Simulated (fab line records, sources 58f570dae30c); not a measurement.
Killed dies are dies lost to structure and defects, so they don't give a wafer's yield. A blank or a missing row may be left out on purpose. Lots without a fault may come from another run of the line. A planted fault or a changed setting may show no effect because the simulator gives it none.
Chamber matching | flow berkeley_cmos170 | UCB170_SPACER_CVD_00 on pecvd-04: 3 sister chambers
The step deposits SiO2 from TEOS/O2, target thk 376 nm, time 47 s. 6 wafers are shown with their chamber, then 7 later ones without.

WAFERS WITH THEIR CHAMBER
wafer  | chamber | heater_power_w (W) | rf_fwd_power_W (W)
L077.5 | 2       | 344                | 546.9
L080.3 | 1       | 351                | 540.0
L080.4 | 1       | 380                | 540.3
L080.6 | 0       | 255                | 542.9
L081.3 | 2       | 361                | 546.4
L081.5 | 0       | 288                | 544.8

WAFERS WITHOUT THEIR CHAMBER
wafer  | heater_power_w (W) | rf_fwd_power_W (W)
L081.6 | 361                | 548.6
L084.3 | 283                | 544.5
L084.4 | 328                | 546.7
L084.6 | 282                | 542.9
L097.1 | 305                | 543.7
L097.2 | 247                | 547.7
L097.6 | 318                | 542.5

WHICH CHAMBER EACH WENT THROUGH
wafer  | from the rows above     | in truth
L081.6 | 2                       | 2
L084.3 | 0                       | 0
L084.4 | 2                       | 2
L084.6 | 0                       | 0
L097.1 | 0                       | 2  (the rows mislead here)
L097.2 | can't be placed: 0 or 2 | 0
L097.6 | can't be placed: 0 or 1 | 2
Placed correctly: 4 of 7. Can't be placed from these rows: 2 (the true chamber is among the candidates in 1). Placed wrongly: 1.
How it was worked out, from the rows above alone: a wafer's distance from a chamber is the root of the sum, over the readings, of the square of ((its reading less the chamber's mean) divided by the reading's scatter). The wafer belongs to the nearest chamber; if the next one is less than 2 further off, it can't be placed. A chamber's mean is the mean of its shown wafers. The scatter: the root of (the sum of the squares of (reading less its chamber's mean) over the shown wafers, divided by (wafers less chambers)).
